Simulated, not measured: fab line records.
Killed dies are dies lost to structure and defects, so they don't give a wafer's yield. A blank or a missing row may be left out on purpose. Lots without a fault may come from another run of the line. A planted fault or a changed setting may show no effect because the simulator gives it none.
What tool caused it?    flow berkeley_cmos170    Sampling: 7 lots, 21 wafers, 2 of 331 route steps

== WHAT EACH GAUGE READ, for each wafer ==
UCB170_M1_CD_MEAS_09: target cd 700 nm.
lot   measured      on         cd_nm (nm)
L780  day 8 05:11   cd_sem-02  698.5 698.3 698.1
L783  day 8 19:38   cd_sem-01  699.1 700.5 701.6
L786  day 9 04:49   cd_sem-01  700.5 699.8 700.2
L789  day 10 03:08  cd_sem-01  700.3 701.2 700.5
L791  day 10 11:46  cd_sem-02  699.2 700.3 700.2
L793  day 11 04:18  cd_sem-02  699.1 700.2 699.7
L802  day 13 00:59  cd_sem-02  700.5 702.2 701.4

== WHAT TOOL EACH LOT RAN ON (gives the tool, then ch and the chambers of the sampled wafers, and finally the start) ==
lot   UCB170_CONTACT_STRIP_19
L780  plasma_asher-01 ch 0,1, day 8 03:34
L783  plasma_asher-02 ch 0,1, day 8 17:44
L786  plasma_asher-02 ch 0,1, day 9 02:59
L789  plasma_asher-04 ch 0,1, day 10 00:59
L791  plasma_asher-02 ch 0, day 10 09:42
L793  plasma_asher-02 ch 0,1, day 11 02:31
L802  plasma_asher-04 ch 0,1, day 12 22:58
- UCB170_CONTACT_STRIP_19: strips in O2.

== THE ANSWER, worked out from the rows above alone ==
Rule: the usual values come from the lots themselves. The widest of any qualifying gaps counts: lots, ordered by their means at a reading, are off when they make up no more than a third of the lots, leave a main group of 4 or more, and stand apart from it by 3 or more times the standard deviation of that group's means. Not used: any main group whose means are identical at the precision the tables above print for the reading. Also off: a lot with no number at a reading for which 4 or more lots have one. Where the step has rows for the other lots, those lots are counted as sound.
No lot is off on any of the readings shown, so nothing can be concluded from this.

== WHAT THE SIMULATOR HAD INSERTED ==
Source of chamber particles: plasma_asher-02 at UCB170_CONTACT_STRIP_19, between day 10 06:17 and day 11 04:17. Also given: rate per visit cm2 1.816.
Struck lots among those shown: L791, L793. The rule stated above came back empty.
